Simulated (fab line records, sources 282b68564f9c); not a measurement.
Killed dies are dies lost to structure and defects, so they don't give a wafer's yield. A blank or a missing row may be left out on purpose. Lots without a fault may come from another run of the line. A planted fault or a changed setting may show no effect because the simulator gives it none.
A struck lot beside a sound one | flow rit_cmos | 26 steps out of a route of 202
Sound: wafers L907.2, L907.3, L907.5. Struck: wafers L906.1, L906.2, L906.3. The cause comes at the end.
At each step with rows: each side's tool, then ch and its chambers, then its first start. Under that, the readings that differ: sound wafers | struck wafers | difference of the means | sigmas: that difference in standard deviations of wafers without a fault.
alike: readings whose means differ by less than 2 such deviations, and words and numbers that are the same on both sides. not compared: withheld readings, readings that some wafer has no value for, bounds like >300 that may hide the same value, and numbers for which the record gives no deviation and whose values overlap.
The two part at a step that has a row with sigmas, a row that says differs or no value, or rows on one side only. Numbers that don't overlap but have no deviation are shown without sigmas and don't part them. A reading that every wafer of one side lacks parts them only if that side has two wafers or more.

first, 1 step without rows for these wafers: RIT_PRETRO_IMPLANT_08.
RIT_PRETRO_STRIP_09: strips in O2, time 180 s.
  sound on plasma_asher-03 ch 0,1, day 5 02:13; struck on plasma_asher-01 ch 0,1, day 4 22:38
  alike: drypump_motor_current_A
  not compared: rf_hours_counter_h
RIT_PRETRO_TW_MEAS_10:
  sound on film_metro-03, day 5 02:24; struck on film_metro-02, day 4 22:49
  alike: PRETRO_TW
then, 5 steps without rows for these wafers: RIT_GATE_WET_ETCH_00 (etches SiO2 in BOE, target depth 56 nm, time 60 s); RIT_GATE_CLEAN_01 (cleans in SC1, time 600 s); RIT_GATE_CLEAN_02 (cleans in dHF, time 30 s); RIT_GATE_CLEAN_03 (cleans in SC2, time 600 s); RIT_GATE_CLEAN_04 (cleans in dHF, time 60 s).
RIT_FOX2_THK_MEAS_91:
  sound on film_metro-04, day 5 02:53; struck on film_metro-04, day 4 23:17
  alike: FIELD_OXIDE_LEFT_2_THK
then, 2 steps without rows for these wafers: RIT_GATE_OXIDATION_05 (target thk 3 nm, ox time 274.8 s); RIT_GATE_ANNEAL_06 (time 600 s).
RIT_GATE_THK_MEAS_07:
  sound on film_metro-02, day 5 08:41; struck on film_metro-01, day 5 00:41
  alike: GATE_OXIDE_THK
RIT_GATE_CVD_08: deposits poly-Si from SiH4, target thk 250 nm, time 2220 s.
  sound on lpcvd-02 ch 0, day 5 08:55; struck on lpcvd-01 ch 1, day 5 00:44
RIT_GATE_THK_MEAS_09:
  sound on film_metro-01, day 5 10:33; struck on film_metro-04, day 5 02:22
  reading            | sound             | struck            | difference | sigmas
  GATE_POLY_THK (nm) | 254.8 255.4 255.1 | 211.3 212.7 208.6 | -44.2      | -18
then, 6 steps without rows for these wafers: RIT_GATE_HMDS_10 (prime time 60 s); RIT_GATE_COAT_11 (resist thk 850 nm); RIT_GATE_SOFTBAKE_12 (time 60 s); RIT_GATE_EXPOSE_13 (exposes mask M6, target cd 150 nm); RIT_GATE_PEB_14; RIT_GATE_DEVELOP_15 (develop time 50 s).
RIT_GATE_CD_MEAS_16: target cd 150 nm.
  sound on cd_sem-02, day 5 11:56; struck on cd_sem-01, day 5 03:23
  alike: cd_nm
RIT_GATE_OVL_MEAS_17:
  sound on overlay-01, day 5 12:02; struck on overlay-01, day 5 03:31
  reading       | sound          | struck      | difference | sigmas
  GATE_OVL (nm) | -1.7 -0.8 -0.3 | 2.0 2.8 0.7 | +2.8       | +2
then, 1 step without rows for these wafers: RIT_GATE_HARDBAKE_18 (time 60 s).
RIT_GATE_ETCH_19: etches poly-Si in SF6/CHF3/O2, stops on SiO2, time 165 s, target depth 312.5 nm.
  sound on rie_si-02 ch 0,1,2, day 5 12:13; struck on rie_si-01 ch 0,2,3, day 5 03:42
  reading               | sound             | struck            | difference | sigmas
  oes_product_au (a.u.) | 0.848 0.869 0.835 | 0.735 0.769 0.772 | -0.092     | -6
  alike: drypump_motor_current_A, throttle_valve_pct
  not compared: rf_hours_counter_h
RIT_GATE_STRIP_20: strips in O2, time 180 s.
  sound on plasma_asher-03 ch 0,1, day 5 12:20; struck on plasma_asher-03 ch 0,1, day 5 03:48
  alike: drypump_motor_current_A
  not compared: rf_hours_counter_h
RIT_M1_PROBE_99:
  sound on prober-02, day 6 08:58; struck on prober-01, day 6 01:02
  reading             | sound | struck   | difference | sigmas
  killed_at_front_end | 5 9 5 | 55 52 64 | +51        | +17
  killed_dies         | 5 9 5 | 55 52 65 | +51        | +18
  killed_on_rim       | 0 3 2 | 50 49 55 | +50        | +35
  alike: killed_at_contacts, killed_open, killed_short

WHERE THEY PART
First at RIT_GATE_THK_MEAS_09; last, within this record, at RIT_M1_PROBE_99.

WHY: what the simulator had put in
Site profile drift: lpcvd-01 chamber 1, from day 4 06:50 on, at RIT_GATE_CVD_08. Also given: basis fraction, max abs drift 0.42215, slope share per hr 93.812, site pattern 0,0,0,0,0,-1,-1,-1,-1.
